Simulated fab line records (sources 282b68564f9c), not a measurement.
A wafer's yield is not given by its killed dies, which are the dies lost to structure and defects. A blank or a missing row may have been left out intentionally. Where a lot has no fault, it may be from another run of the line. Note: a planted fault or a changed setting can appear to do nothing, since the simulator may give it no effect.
fab line records    flow ritCmos
[record] lots = 6  wafers = 18  lastDay = 7
route steps=202 shown ACTIVE@1 FOX1@20 FOX2@23 M1@202
lots untouched by any fault: they come from a run of this same line in which no faults occurred
startH: hours from the record's opening day to when the first of the lot's shown wafers began    waitH: time in hours since the lot's previous step    " as in the row above    L1.1+2: a single row standing in for several wafers    - value missing, or start not given    * or withheld: withheld    < > ~ a bound
route shown NAME@n: a module of which the file shows steps, and the number in the route of the first    usual: mean/standard deviation of fault-free wafers    same: alike in all rows    chamber/n: place in a boat    sites: readings site by site    _std_site: standard deviation of those values    _edge_site: outer sites' mean less inner sites'    radiusMm: for every site, how far away it sits from the centre of the wafer    mask NAME#n: copy n    behind: the tool/chamber that last shaped the wafer    hold: why the lot was held/for how many hours/how that ended    device: the n, p or np transistor that did not switch    end of line: the tests these same wafers got at the end of their route    for a step that has no rows: nothing shown but its recipe    killed: dies lost to structure and defects at the first sort, not the wafer's yield    map: the dies of a wafer, with x for killed, . for not killed, _ for no die there
set.NAME: the setting the step ran with; set.NAME@STEP: the setting that earlier step ran with    model.NAME: the simulator's own value behind a step, which no gauge read
lots seen at some steps along the route; tables by step, rows by wafer
services: a tool's chamber out of use, with start hour (startH, from the record's first day; less than 0 if before it), hours out, and reason
[[steps]]
[step RIT_ACTIVE_BOW_MEAS_00]
[recipe] mode = bow
[usual] INCOMING_BOW = 0/5.5
lot.wafer  tool          chamber  startH  waitH  INCOMING_BOW[um]
L773.1     filmMetro-03  -        30.00   -      -8
L773.5     "             -        "       "      3
L773.6     "             -        "       "      -2
L774.1     filmMetro-01  -        35.00   -      3
L774.2     "             -        "       "      -4
L774.5     "             -        "       "      9
L775.1     filmMetro-03  -        40.00   -      -4
L775.3     "             -        "       "      7
L775.5     "             -        "       "      3
L776.3     filmMetro-01  -        45.04   -      5
L776.5     "             -        "       "      3
L776.6     "             -        "       "      2
L779.2     filmMetro-04  -        60.02   -      -7
L779.4     "             -        "       "      0
L779.6     "             -        "       "      -12
L790.1     filmMetro-03  -        115.00  -      -10
L790.3     "             -        "       "      7
L790.6     "             -        "       "      -5
[step RIT_ACTIVE_OXIDATION_01]
[recipe] tempC = 1000  ambient = O2  targetThkA = 468  oxTimeS = 3360
[usual] oxTimeS = 3360/0  spikeTcSourceC = 1025/3.1
lot.wafer  tool        chamber  startH  waitH  oxTimeS  spikeTcSourceC  model.SiO2_of_ACTIVE_OXIDATION_01.thkNm
L773.1     furnace-02  0        30.19   0.2    3360     1023            47.57
L773.5     "           0        "       "      3360     1023            47.19
L773.6     "           0        "       "      3360     1021            47.65
L774.1     furnace-03  0        35.12   0.1    3360     1024            46.67
L774.2     "           0        "       "      3360     1022            46.56
L774.5     "           0        "       "      3360     1023            46.13
L775.1     furnace-03  0        40.12   0.1    1512     1024            27.69
L775.3     "           0        "       "      1512     1025            28.29
L775.5     "           0        "       "      1512     1023            28.09
L776.3     furnace-02  0        45.12   0.1    3360     1022            46.14
L776.5     "           0        "       "      3360     1023            46.25
L776.6     "           0        "       "      3360     1022            46.55
L779.2     furnace-03  0        60.12   0.1    1512     1023            29.66
L779.4     "           0        "       "      1512     1025            29.67
L779.6     "           0        "       "      1512     1023            29.57
L790.1     furnace-02  0        115.12  0.1    3360     1025            46.42
L790.3     "           0        "       "      3360     1022            46.94
L790.6     "           0        "       "      3360     1022            45.64
[step RIT_ACTIVE_THK_MEAS_02]
[recipe] reads = SiO2_of_ACTIVE_OXIDATION_01
[usual] ACTIVE_OXIDE_THK = 46.8/0.9
lot.wafer  tool          chamber  startH  waitH  hold                     ACTIVE_OXIDE_THK[nm]
L773.1     filmMetro-01  -        32.12   0.0    -                        47.5
L773.5     "             -        "       "      -                        47.2
L773.6     "             -        "       "      -                        47.7
L774.1     filmMetro-04  -        37.05   0.0    -                        46.6
L774.2     "             -        "       "      -                        46.6
L774.5     "             -        "       "      -                        46.1
L775.1     filmMetro-04  -        42.05   0.0    awaitDispo/0.2h/release  27.6
L775.3     "             -        "       "      awaitDispo/0.2h/release  28.3
L775.5     "             -        "       "      awaitDispo/0.2h/release  28.1
L775.1     filmMetro-04  -        42.28   0.2    -                        27.7
L775.3     "             -        "       "      -                        28.3
L775.5     "             -        "       "      -                        28.1
L776.3     filmMetro-01  -        47.07   0.0    -                        46.1
L776.5     "             -        "       "      -                        46.2
L776.6     "             -        "       "      -                        46.5
L779.2     filmMetro-04  -        62.06   0.0    awaitDispo/0.2h/release  29.7
L779.4     "             -        "       "      awaitDispo/0.2h/release  29.6
L779.6     "             -        "       "      awaitDispo/0.2h/release  29.6
L779.2     filmMetro-04  -        62.29   0.2    -                        29.7
L779.4     "             -        "       "      -                        29.6
L779.6     "             -        "       "      -                        29.6
L790.1     filmMetro-01  -        117.05  0.0    -                        46.3
L790.3     "             -        "       "      -                        47.0
L790.6     "             -        "       "      -                        45.6
[step RIT_ACTIVE_THK_MEAS_04]
[recipe] reads = Si3N4_of_ACTIVE_CVD_03
[usual] ACTIVE_NITRIDE_THK = 150.9/1.7
lot.wafer  tool          chamber  startH  waitH  ACTIVE_NITRIDE_THK[nm]
L773.1     filmMetro-03  -        33.60   0.0    150.6
L773.5     "             -        "       "      149.3
L773.6     "             -        "       "      148.7
L774.1     filmMetro-03  -        38.53   0.0    154.1
L774.2     "             -        "       "      154.2
L774.5     "             -        "       "      154.7
L775.1     filmMetro-04  -        46.86   0.0    152.9
L775.3     "             -        "       "      153.0
L775.5     "             -        "       "      153.0
L776.3     filmMetro-03  -        48.55   0.0    152.7
L776.5     "             -        "       "      150.6
L776.6     "             -        "       "      150.8
L779.2     filmMetro-04  -        67.65   0.0    150.8
L779.4     "             -        "       "      149.4
L779.6     "             -        "       "      150.1
L790.1     filmMetro-03  -        118.53  0.0    150.8
L790.3     "             -        "       "      151.2
L790.6     "             -        "       "      150.8
[step RIT_ACTIVE_HMDS_05]
[recipe] primeTimeS = 60  primeTempC = 140
[step RIT_ACTIVE_COAT_06]
[recipe] resist = NOVOLAK  spinRpm = 3250  resistThkNm = 1000
[step RIT_ACTIVE_SOFTBAKE_07]
[recipe] resist = NOVOLAK  tempC = 90  timeS = 60
[step RIT_ACTIVE_EXPOSE_08]
[recipe] maskId = M1  na = 0.6  sourceShape = conventional  sigmaOuter = 0.6  targetCdNm = 1400  doseMj = 225
[step RIT_ACTIVE_PEB_09]
[recipe] resist = NOVOLAK  tempC = withheld  timeS = withheld
[step RIT_ACTIVE_DEVELOP_10]
[recipe] resist = NOVOLAK  developTimeS = 50  devTempC = 23
[step RIT_ACTIVE_CD_MEAS_11]
[recipe] targetCdNm = 1400
[usual] cdNm = 1401.2/2.2
lot.wafer  tool      chamber  startH  waitH  cdNm
L773.1     cdSem-01  -        34.51   -      1403.3
L773.5     "         -        "       "      1400.1
L773.6     "         -        "       "      1402.0
L774.1     cdSem-02  -        39.44   -      1397.0
L774.2     "         -        "       "      1396.4
L774.5     "         -        "       "      1399.4
L775.1     cdSem-01  -        48.41   -      1401.7
L775.3     "         -        "       "      1402.2
L775.5     "         -        "       "      1400.6
L776.3     cdSem-02  -        49.48   -      1404.5
L776.5     "         -        "       "      1403.5
L776.6     "         -        "       "      1404.0
L779.2     cdSem-02  -        68.88   -      1399.6
L779.4     "         -        "       "      1401.7
L779.6     "         -        "       "      1401.2
L790.1     cdSem-02  -        119.56  -      1400.3
L790.3     "         -        "       "      1400.1
L790.6     "         -        "       "      1398.2
[step RIT_ACTIVE_HARDBAKE_12]
[recipe] resist = NOVOLAK  tempC = 140  timeS = 60
[step RIT_ACTIVE_ETCH_13]
[recipe] stopOn = SiO2  chemistry = SF6  target = Si3N4  timeS = 210  overEtchFrac = 0.4  SF6_flow_sccm = 200  pressureMtorr = 260  rfW = 125  targetDepthA = 2100
[usual] drypumpMotorCurrentA = 5.3/0.47  oesProductAu = 0.826/0.016  throttleValvePct = 7.50/0.11
lot.wafer  tool        chamber  startH  waitH  drypumpMotorCurrentA  oesProductAu  rfHoursCounterH  throttleValvePct
L773.1     rieDiel-04  1        34.84   0.1    5.0                   0.813         38               7.44
L773.5     "           2        "       "      5.1                   0.809         -                7.49
L773.6     "           1        "       "      5.0                   0.805         -                7.44
L774.1     rieDiel-02  2        39.71   0.1    5.2                   0.832         135              7.35
L774.2     "           1        "       "      5.5                   0.826         152              7.49
L774.5     "           3        "       "      4.9                   0.852         -                7.76
L775.1     rieDiel-04  0        48.68   0.1    6.3                   0.847         5                7.44
L775.3     "           1        "       "      5.0                   0.820         38               7.44
L775.5     "           1        "       "      5.0                   0.820         -                7.46
L776.3     rieDiel-02  0        49.71   0.1    6.1                   0.801         153              7.47
L776.5     "           3        "       "      4.9                   0.843         -                7.76
L776.6     "           0        "       "      6.1                   0.794         -                7.48
L779.2     rieDiel-01  3        69.13   0.1    4.9                   0.840         146              7.35
L779.4     "           1        "       "      4.7                   0.821         15               7.46
L779.6     "           1        "       "      4.7                   0.819         -                7.46
L790.1     rieDiel-02  1        119.83  0.1    5.5                   0.825         154              7.49
L790.3     "           3        "       "      4.9                   0.845         80               7.76
L790.6     "           2        "       "      5.2                   0.825         -                7.36
[step RIT_ACTIVE_STRIP_14]
[recipe] chemistry = O2  timeS = 180  resist = NOVOLAK  platenTempC = withheld  powerW = 500  pressureMtorr = 4000  o2FlowSccm = 4000
[usual] drypumpMotorCurrentA = 5.5/0.59
lot.wafer  tool            chamber  startH  waitH  drypumpMotorCurrentA  rfHoursCounterH
L773.1     plasmaAsher-02  0        34.98   0.1    5.9                   20
L773.5     "               1        "       "      5.5                   -
L773.6     "               0        "       "      5.9                   -
L774.1     plasmaAsher-04  0        39.84   0.1    6.2                   41
L774.2     "               1        "       "      4.7                   41
L774.5     "               1        "       "      4.7                   -
L775.1     plasmaAsher-04  1        48.81   0.1    4.7                   42
L775.3     "               0        "       "      6.2                   -
L775.5     "               1        "       "      4.7                   -
L776.3     plasmaAsher-02  1        49.90   0.1    5.5                   -
L776.5     "               0        "       "      5.9                   -
L776.6     "               1        "       "      5.5                   -
L779.2     plasmaAsher-04  0        69.27   0.1    6.2                   44
L779.4     "               1        "       "      4.7                   -
L779.6     "               1        "       "      4.7                   -
L790.1     plasmaAsher-04  1        119.97  0.1    4.7                   50
L790.3     "               1        "       "      4.7                   -
L790.6     "               1        "       "      4.7                   -
[step RIT_ACTIVE_CD_MEAS_90]
[recipe] targetCdNm = 1400
[usual] cdNm = 1401.2/2.2
lot.wafer  tool      chamber  startH  waitH  cdNm
L773.1     cdSem-02  -        35.18   0.1    1403.0
L773.5     "         -        "       "      1400.8
L773.6     "         -        "       "      1402.0
L774.1     cdSem-01  -        40.02   0.1    1396.5
L774.2     "         -        "       "      1396.6
L774.5     "         -        "       "      1399.9
L775.1     cdSem-01  -        48.99   0.1    1401.9
L775.3     "         -        "       "      1401.8
L775.5     "         -        "       "      1400.7
L776.3     cdSem-01  -        50.06   0.1    1404.5
L776.5     "         -        "       "      1403.7
L776.6     "         -        "       "      1403.6
L779.2     cdSem-02  -        69.46   0.1    1399.3
L779.4     "         -        "       "      1401.4
L779.6     "         -        "       "      1401.1
L790.1     cdSem-02  -        120.14  0.1    1400.5
L790.3     "         -        "       "      1400.1
L790.6     "         -        "       "      1398.2
[step RIT_ACTIVE_CLEAN_15]
[recipe] chemistry = SC1  mix = 3:3:50  timeS = 600  tempC = 75
[step RIT_ACTIVE_CLEAN_16]
[recipe] chemistry = dHF  dilution = 50:1  timeS = 30
[step RIT_ACTIVE_CLEAN_17]
[recipe] chemistry = SC2  mix = 3:3:50  timeS = 600  tempC = 75  dry = n2Spin
[step RIT_FOX1_OXIDATION_00]
[recipe] tempC = 1100  ambient = H2O  targetThkA = 3507  pH2oTorr = 720  oxTimeS = 1130
[step RIT_FOX1_THK_MEAS_01]
[recipe] reads = SiO2_of_FOX1_OXIDATION_00
[usual] FOX1_OXIDE_THK = 349/6.7
lot.wafer  tool          chamber  startH  waitH  FOX1_OXIDE_THK[nm]
L773.1     filmMetro-01  -        36.98   0.0    346
L773.5     "             -        "       "      343
L773.6     "             -        "       "      345
L774.1     filmMetro-03  -        41.82   0.0    348
L774.2     "             -        "       "      343
L774.5     "             -        "       "      342
L776.3     filmMetro-02  -        51.84   0.0    354
L776.5     "             -        "       "      347
L776.6     "             -        "       "      353
L775.1     filmMetro-03  -        52.44   0.0    365
L775.3     "             -        "       "      367
L775.5     "             -        "       "      362
L779.2     filmMetro-01  -        71.42   0.0    350
L779.4     "             -        "       "      340
L779.6     "             -        "       "      341
L790.1     filmMetro-02  -        121.94  0.0    347
L790.3     "             -        "       "      354
L790.6     "             -        "       "      350
[step RIT_FOX1_WET_ETCH_02]
[recipe] chemistry = BOE  targetDepthNm = 350  timeS = 390  tempC = 21.5  dry = n2Spin  dilution = 10:1  target = SiO2
[step RIT_FOX2_OXIDATION_00]
[recipe] tempC = 1100  ambient = H2O  targetThkA = 3507  pH2oTorr = 720  oxTimeS = 1130
[step RIT_FOX2_THK_MEAS_01]
[recipe] reads = SiO2_of_FOX2_OXIDATION_00
[usual] FOX2_OXIDE_THK = 351/6.2
lot.wafer  tool          chamber  startH  waitH  FOX2_OXIDE_THK[nm]
L773.1     filmMetro-02  -        39.80   0.0    346
L773.5     "             -        "       "      347
L773.6     "             -        "       "      348
L774.1     filmMetro-02  -        43.31   0.0    349
L774.2     "             -        "       "      352
L774.5     "             -        "       "      351
L776.3     filmMetro-04  -        53.33   0.0    357
L776.5     "             -        "       "      358
L776.6     "             -        "       "      359
L775.1     filmMetro-02  -        53.93   0.0    352
L775.3     "             -        "       "      349
L775.5     "             -        "       "      351
L779.2     filmMetro-02  -        73.27   0.0    345
L779.4     "             -        "       "      343
L779.6     "             -        "       "      339
L790.1     filmMetro-02  -        123.43  0.0    357
L790.3     "             -        "       "      358
L790.6     "             -        "       "      362
[step RIT_FOX2_CLEAN_02]
[recipe] chemistry = dHF  dilution = 50:1  timeS = 180
[step RIT_FOX2_WET_ETCH_03]
[recipe] chemistry = H3PO4  target = Si3N4  targetDepthNm = 195  tempC = 165  timeS = 2700
lot.wafer  tool         chamber  startH  waitH  model.SiO2_of_ACTIVE_OXIDATION_01.thkNm
L773.1     wetBench-02  0        39.91   0.0    41.94
L773.5     "            0        "       "      41.88
L773.6     "            0        "       "      42.02
L774.1     wetBench-03  3        43.43   0.0    41.46
L774.2     "            3        "       "      40.87
L774.5     "            3        "       "      40.19
L776.3     wetBench-03  3        53.43   0.0    40.08
L776.5     "            3        "       "      40.34
L776.6     "            3        "       "      40.45
L775.1     wetBench-03  0        54.24   0.0    23.78
L775.3     "            0        "       "      24.92
L775.5     "            0        "       "      24.74
L779.2     wetBench-02  0        73.55   0.2    24.67
L779.4     "            0        "       "      26.36
L779.6     "            0        "       "      26.28
L790.1     wetBench-03  0        123.55  0.0    40.88
L790.3     "            0        "       "      41.05
L790.6     "            0        "       "      40.66
[step RIT_FOX2_THK_MEAS_90]
[recipe] reads = SiO2_of_FOX2_OXIDATION_00
[usual] FIELD_OXIDE_LEFT_1_THK = 323/6.3
lot.wafer  tool          chamber  startH  waitH  FIELD_OXIDE_LEFT_1_THK[nm]
L773.1     filmMetro-04  -        40.67   0.0    318
L773.5     "             -        "       "      320
L773.6     "             -        "       "      320
L774.1     filmMetro-04  -        44.19   0.0    322
L774.2     "             -        "       "      324
L774.5     "             -        "       "      324
L776.3     filmMetro-02  -        54.21   0.0    329
L776.5     "             -        "       "      330
L776.6     "             -        "       "      331
L775.1     filmMetro-02  -        55.00   0.0    324
L775.3     "             -        "       "      322
L775.5     "             -        "       "      324
L779.2     filmMetro-04  -        74.39   0.0    318
L779.4     "             -        "       "      316
L779.6     "             -        "       "      312
L790.1     filmMetro-01  -        124.38  0.0    330
L790.3     "             -        "       "      331
L790.6     "             -        "       "      335
[step RIT_M1_PROBE_99]
[usual] killedAtFrontEnd = 6.1/2.9  killedDies = 6.2/2.9  killedOpen = 3.2/1.9  killedShort = 3/1.9
[same] grossDies = 264  killed_at_M0_to_M3 = 0  killed_at_M4_up = 0  killedAtBackSide = 0  killedAtContacts = 0  killedAtOther = 0
lot.wafer  tool       chamber  startH  waitH  killedAtFrontEnd  killedDies  killedOpen  killedShort
L773.1     prober-02  -        77.68   0.1    5                 5           5           0
L773.5     prober-02  -        77.88   0.2    4                 4           1           3
L773.6     prober-02  -        77.93   0.2    5                 5           4           1
L776.3     prober-02  -        91.73   0.2    2                 2           2           0
L776.5     prober-02  -        91.83   0.2    8                 8           3           5
L776.6     prober-02  -        91.88   0.2    0                 0           0           0
L775.1     prober-01  -        95.13   0.1    3                 3           2           1
L775.3     prober-01  -        95.23   0.2    6                 6           4           2
L775.5     prober-01  -        95.33   0.2    8                 8           6           2
L779.2     prober-02  -        115.00  0.1    7                 7           3           4
L779.4     prober-02  -        115.10  0.2    6                 6           3           3
L779.6     prober-02  -        115.20  0.2    12                12          7           5
L790.1     prober-01  -        161.53  0.1    4                 4           1           3
L790.3     prober-01  -        161.63  0.2    10                10          3           7
L790.6     prober-01  -        161.78  0.2    6                 6           3           3
// killed by level:class
L773.1 FOX2:geometricParticle:open=2 GATE:geometricParticle:open=2 SILICIDE:geometricParticle:open=1
L773.5 GATE:geometricParticle:short=2 FOX2:geometricParticle:open=1 REOX:geometricParticle:short=1
L773.6 REOX:geometricParticle:open=2 FOX2:geometricParticle:short=1 FOX2:geometricParticle:open=1 SILICIDE:geometricParticle:open=1
L776.3 SPACER:geometricParticle:open=1 SILICIDE:geometricParticle:open=1
L776.5 SPACER:geometricParticle:short=2 SILICIDE:geometricParticle:open=2 FOX1:geometricParticle:short=1 FOX2:geometricParticle:short=1 GATE:geometricParticle:open=1 REOX:geometricParticle:short=1
L775.1 GATE:geometricParticle:open=1 REOX:geometricParticle:short=1 SPACER:geometricParticle:open=1
L775.3 FOX1:geometricParticle:open=2 FOX2:geometricParticle:open=1 REOX:geometricParticle:short=1 SPACER:geometricParticle:open=1 SPACER:geometricParticle:short=1
L775.5 FOX2:geometricParticle:open=2 REOX:geometricParticle:open=2 FOX1:geometricParticle:open=1 GATE:geometricParticle:short=1 SPACER:geometricParticle:short=1 SILICIDE:geometricParticle:open=1
L779.2 FOX1:geometricParticle:short=1 FOX2:geometricParticle:short=1 GATE:geometricParticle:short=1 GATE:geometricParticle:open=1 SPACER:geometricParticle:short=1 SPACER:geometricParticle:open=1 SILICIDE:geometricParticle:open=1
L779.4 GATE:geometricParticle:open=1 REOX:geometricParticle:short=1 REOX:geometricParticle:open=1 SPACER:geometricParticle:short=1 SILICIDE:geometricParticle:open=1 SILICIDE:geometricParticle:short=1
L779.6 FOX1:geometricParticle:open=3 FOX1:geometricParticle:short=2 FOX2:geometricParticle:open=1 REOX:geometricParticle:short=1 REOX:geometricParticle:open=1 SPACER:geometricParticle:open=1 SPACER:geometricParticle:short=1 SILICIDE:geometricParticle:open=1
L790.1 GATE:geometricParticle:short=3 FOX1:geometricParticle:open=1
L790.3 GATE:geometricParticle:short=4 GATE:geometricParticle:open=2 FOX1:geometricParticle:short=1 REOX:geometricParticle:open=1 SPACER:geometricParticle:short=1 SILICIDE:geometricParticle:short=1
L790.6 FOX2:geometricParticle:open=1 FOX2:geometricParticle:short=1 GATE:geometricParticle:open=1 REOX:geometricParticle:open=1 REOX:geometricParticle:short=1 SILICIDE:geometricParticle:short=1
[[services]]
tool            chamber  startH  hours  kind
furnace-03      -        12.45   6.4    repair
wetBench-02     -        14.39   3.2    repair
rieDiel-02      -        18.81   12.4   repair
furnace-02      -        23.27   4.4    pm
rieDiel-04      -        35.76   0.5    repair
rieDiel-01      2        37.40   -      clean
rieDiel-01      2        37.40   17.1   scheduledDown
rieDiel-01      2        37.40   17.1   ventCycle
rieDiel-01      -        50.60   2.8    pm
rieDiel-04      -        69.31   1.4    repair
rieDiel-04      -        73.54   14.6   pm
rieDiel-02      -        80.15   2.8    pm
furnace-03      -        83.67   4.0    pm
rieDiel-04      0        93.44   3.0    repair
rieDiel-02      -        96.14   0.3    repair
rieDiel-04      3        103.23  16.1   repair
plasmaAsher-02  -        105.11  0.7    repair
[[key]]
[firstSign] step = RIT_ACTIVE_OXIDATION_01  reading = oxTimeS  direction = down  sigmas = 99+  usual = *  struck = *
[effect] step = RIT_ACTIVE_THK_MEAS_02  reading = visit  direction = added
[effect] step = RIT_ACTIVE_THK_MEAS_02  reading = ACTIVE_OXIDE_THK  direction = down  sigmas = 20  usual = 46.8  struck = 28.8
[modelEffect] step = RIT_ACTIVE_OXIDATION_01  value = SiO2_of_ACTIVE_OXIDATION_01.thkNm  without = 46.5  struck = 28.83
[modelEffect] step = RIT_FOX2_WET_ETCH_03  value = SiO2_of_ACTIVE_OXIDATION_01.thkNm  without = 40.84  struck = 25.13
metAt RIT_ACTIVE_OXIDATION_01
struckWafers L775.1,L775.3,L775.5,L779.2,L779.4,L779.6
testerLeftOut L775,L779
onsetBetween 35.12 40.12
[fault] kind = processParameterDrift  tool = furnace-03  chamber = -  onsetH = 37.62  steps = RIT_ACTIVE_OXIDATION_01  channel = oxTimeS  offset = *  shape = step  endH = 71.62  actsIn = *  stated = *
// testerLeftOut: of these lots the tester's yield and bins aren't shown, on N5 and GAA mostly nor the transistor test; their killed dies are dies lost to structure and defects alone, not to doping, threshold or leakage, so they don't give the yield
